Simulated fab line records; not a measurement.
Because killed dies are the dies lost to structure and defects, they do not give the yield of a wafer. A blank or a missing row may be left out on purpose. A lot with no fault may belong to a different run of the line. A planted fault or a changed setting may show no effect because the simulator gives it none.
Which tool did it?	flow rit-cmos	Sampling: 6 lots, 18 wafers, 2 of 202 route steps

== WHAT EACH GAUGE READ, for each wafer ==
RIT_FOX2_THK_MEAS_01.
lot	measured	on	FOX2_OXIDE_THK (nm)
L483	day 1 23:59	film-metro-04	366 364 358
L486	day 2 15:49	film-metro-02	361 358 357
L489	day 3 08:54	film-metro-03	354 352 354
L496	day 4 19:17	film-metro-02	358 358 355
L500	day 5 14:10	film-metro-03	352 355 346
L502	day 5 23:44	film-metro-02	348 350 347

== TOOL THAT RAN EACH LOT (tool first, then ch and the chambers of the sampled wafers, then the start) ==
lot	RIT_FOX2_OXIDATION_00
L483	furnace-03 ch 0, day 1 22:40
L486	furnace-03 ch 0, day 2 14:29
L489	furnace-01 ch 0, day 3 07:35
L496	furnace-03 ch 0, day 4 17:58
L500	furnace-03 ch 0, day 5 12:49
L502	furnace-03 ch 0, day 5 22:25
- RIT_FOX2_OXIDATION_00: target thk 350.7 nm, ox time 1130 s.

== THE ANSWER, worked out from the rows above alone ==
Rule: usual is defined by the lots themselves. The widest of any qualifying gaps counts: lots, ordered by their means at a reading, are off when they make up no more than a third of the lots, leave a main group of 4 or more, and stand apart from it by 3 or more times the standard deviation of that group's means. If all means in a main group match to the digits the tables above print for the reading, that group is not used. Also off: a lot with no number at a reading for which 4 or more lots have one. All remaining lots with rows at the step are treated as sound.
None of the lots is off at any reading shown; this tells nothing.

== WHAT WAS PUT IN BY THE SIMULATOR ==
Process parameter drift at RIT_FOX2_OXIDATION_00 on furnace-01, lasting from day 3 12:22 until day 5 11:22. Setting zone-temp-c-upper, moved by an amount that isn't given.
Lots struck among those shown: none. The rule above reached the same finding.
